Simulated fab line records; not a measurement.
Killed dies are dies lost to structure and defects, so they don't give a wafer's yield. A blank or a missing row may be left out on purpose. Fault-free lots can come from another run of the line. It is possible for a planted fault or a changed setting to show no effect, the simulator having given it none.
Split-lot experiment | flow berkeley-cmos170 | 5 lots, 27 wafers read, on a route of 331 steps

THE SPLIT
At UCB170_PWELL_ETCH_14 (etches Si3N4 in CH3F/Ar/O2, stops on SiO2, target depth 242 nm, time 151 s), the setting time-s was moved away from the recipe's 151 s on 9 of the 27 wafers read, by -46.6% to -16.5%. For the rest of the wafers, this setting stayed at what the recipe calls for.

Reading taken at the split's own step.

THE READING
SiO2_of_PWELL_OXIDATION_02.thk-nm (the simulator's own value, which no gauge read), in nm, at UCB170_PWELL_ETCH_14 (etches Si3N4 in CH3F/Ar/O2, stops on SiO2, target depth 242 nm, time 151 s). The file does not state a usual value for it. Here, 18 wafers ran the recipe; their average is 22.59 nm with a standard deviation of 0.48 nm.

wafer  | tool, chamber at the split | time-s as run, s | against the recipe | SiO2_of_PWELL_OXIDATION_02.thk-nm, nm | against lot-mates on the recipe
L074.1 | rie-diel-01, 2             | 126.1            | -16.5%             | 23.09                                 | +1.01
L074.2 | rie-diel-01, 3             | 151              | recipe             | 22.03                                 | -
L074.3 | rie-diel-01, 1             | 126.1            | -16.5%             | 22.78                                 | +0.70
L074.4 | rie-diel-01, 0             | 151              | recipe             | 21.95                                 | -
L074.5 | rie-diel-01, 1             | 151              | recipe             | 22.25                                 | -
L074.6 | rie-diel-01, 0             | 126.1            | -16.5%             | 22.36                                 | +0.28
L079.1 | rie-diel-01, 1             | 151              | recipe             | 23.51                                 | -
L079.2 | rie-diel-01, 3             | 151              | recipe             | 23.03                                 | -
L079.3 | rie-diel-01, 2             | 151              | recipe             | 22.79                                 | -
L081.1 | rie-diel-03, 3             | 80.64            | -46.6%             | 24.95                                 | +1.79
L081.2 | rie-diel-03, 0             | 151              | recipe             | 23.12                                 | -
L081.3 | rie-diel-03, 1             | 151              | recipe             | 23.3                                  | -
L081.4 | rie-diel-03, 2             | 80.64            | -46.6%             | 24.85                                 | +1.69
L081.5 | rie-diel-03, 3             | 151              | recipe             | 23.06                                 | -
L081.6 | rie-diel-03, 2             | 80.64            | -46.6%             | 24.71                                 | +1.55
L080.1 | rie-diel-01, 3             | 88.68            | -41.3%             | 23.87                                 | +1.17
L080.2 | rie-diel-01, 2             | 151              | recipe             | 22.92                                 | -
L080.3 | rie-diel-01, 0             | 151              | recipe             | 22.92                                 | -
L080.4 | rie-diel-01, 1             | 151              | recipe             | 22.25                                 | -
L080.5 | rie-diel-01, 2             | 88.68            | -41.3%             | 24                                    | +1.30
L080.6 | rie-diel-01, 3             | 88.68            | -41.3%             | 24.47                                 | +1.77
L083.1 | rie-diel-03, 0             | 151              | recipe             | 22.14                                 | -
L083.2 | rie-diel-03, 3             | 151              | recipe             | 22.45                                 | -
L083.3 | rie-diel-03, 2             | 151              | recipe             | 22.51                                 | -
L083.4 | rie-diel-03, 1             | 151              | recipe             | 21.95                                 | -
L083.5 | rie-diel-03, 3             | 151              | recipe             | 22.37                                 | -
L083.6 | rie-diel-03, 0             | 151              | recipe             | 22.13                                 | -

FIT RESULTS
A straight line over all 27 wafers: SiO2_of_PWELL_OXIDATION_02.thk-nm changes by -0.0424 nm for each +1% of time-s; r = -0.85; the points scatter about the line by 0.48 nm.
The same after taking each lot's own level away (the mean of its wafers on the recipe; 27 wafers): -0.0354 nm for each +1%; r = -0.94; scatter 0.24 nm.
That fit puts the effect of the largest move of time-s on the reading at 1.7 nm.
The lots' own levels span 22.077 to 23.160 nm, that is 2.3 times the standard deviation above.
In other words, the slope is changed by the lot-to-lot level; the two fits disagree.
Check: with one of the wafers moved furthest among these (-46.6%) left out of the fit, the line predicts +1.63 nm for it against its lot-mates. It came out at +1.79 nm against them.

THE WHOLE CHAIN: every reading that the file lists as answering this split, in the file's order
step                  | what it does                                                               | reading                                                                            | change (the file's fit)                | r (the file's)
UCB170_PWELL_ETCH_14  | etches Si3N4 in CH3F/Ar/O2, stops on SiO2, target depth 242 nm, time 151 s | etch.depth-nm (the simulator's own value, which no gauge read)                     | +1.89 nm for each +1% of the setting   | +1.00
UCB170_PWELL_ETCH_14  | etches Si3N4 in CH3F/Ar/O2, stops on SiO2, target depth 242 nm, time 151 s | KrF_of_PWELL_COAT_08.thk-nm (the simulator's own value, which no gauge read)       | -1.61 nm for each +1% of the setting   | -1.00
UCB170_PWELL_ETCH_14  | etches Si3N4 in CH3F/Ar/O2, stops on SiO2, target depth 242 nm, time 151 s | SiO2_of_PWELL_OXIDATION_02.thk-nm (the simulator's own value, which no gauge read) | -0.0356 nm for each +1% of the setting | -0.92
UCB170_PWELL_STRIP_16 | strips in O2                                                               | strip-time-to-endpoint-s                                                           | withheld for each +1% of the setting   | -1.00

THE FILE'S OWN FIT
SiO2_of_PWELL_OXIDATION_02.thk-nm changes by -0.0356 nm for each +1% of time-s, r = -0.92.
